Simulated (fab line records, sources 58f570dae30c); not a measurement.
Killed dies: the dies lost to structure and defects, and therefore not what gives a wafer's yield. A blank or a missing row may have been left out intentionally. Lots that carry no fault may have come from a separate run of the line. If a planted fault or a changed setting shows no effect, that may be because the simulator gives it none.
One fault seen from 2 desks ; flow berkeley_cmos170 ; numbers are kept per desk, each desk with only its own; the story behind them comes last

== DESK OF THE TOOL OWNER: pvd_sputter-03 ==
The tool's own readings at UCB170_SILICIDE_SPUTTER_01 (material Ti, target thk 30 nm, time 25 s): means of the sampled wafers that have a number, for each lot that ran on this tool. A lot is out of limits, marked OUT, if its mean lies more than 4 standard deviations from the usual mean; the brackets give that distance.
Columns: A = throttle_valve_pct at UCB170_SILICIDE_SPUTTER_01, usual 30.0 %
lot;first seen here;A
L589;day 9 03:16;30.3
L592;day 9 20:05;30.7
L604;day 12 19:10;30.2
This desk found nothing out of limits on any of the 3 lots.

== METROLOGY DESK ==
What the gauges read, lot by lot, whatever tool the lot ran on: means of the sampled wafers that have a number. A lot is out of limits, marked OUT, if its mean lies more than 4 standard deviations from the usual mean; the brackets give that distance.
Columns: A = PSD_RS at UCB170_SDANNEAL_RS_MEAS_02, usual 75.5 ohm/sq; B = NSD_RS at UCB170_SDANNEAL_RS_MEAS_03, usual 37.54 ohm/sq; C = PLDD_RS at UCB170_SDANNEAL_RS_MEAS_04, usual 1030.8 ohm/sq; D = NLDD_RS at UCB170_SDANNEAL_RS_MEAS_05, usual 615.9 ohm/sq; E = SILICIDE_TI_RS at UCB170_SILICIDE_RS_MEAS_02, usual 26.1 ohm/sq
lot;first seen here;A;B;C;D;E
L583;day 8 07:36;75.4;37.57;1032.0;617.2;26.0
L589;day 9 02:47;75.4;37.58;1033.2;613.9;26.1
L592;day 9 19:32;75.3;37.47;1029.1;614.4;26.2
L596;day 10 18:31;75.7;37.52;1027.9;614.5;26.4
L601;day 11 19:01;76.2;37.72;1033.3;614.9;25.9
L604;day 12 18:38;75.9;37.54;1035.5;615.5;26.2
This desk found nothing out of limits on any of the 6 lots.

== TAKEN TOGETHER ==
The desk of the tool owner found nothing out of limits.
Nothing out of limits was seen by the metrology desk.

== WHAT HAD BEEN PUT IN BY THE SIMULATOR ==
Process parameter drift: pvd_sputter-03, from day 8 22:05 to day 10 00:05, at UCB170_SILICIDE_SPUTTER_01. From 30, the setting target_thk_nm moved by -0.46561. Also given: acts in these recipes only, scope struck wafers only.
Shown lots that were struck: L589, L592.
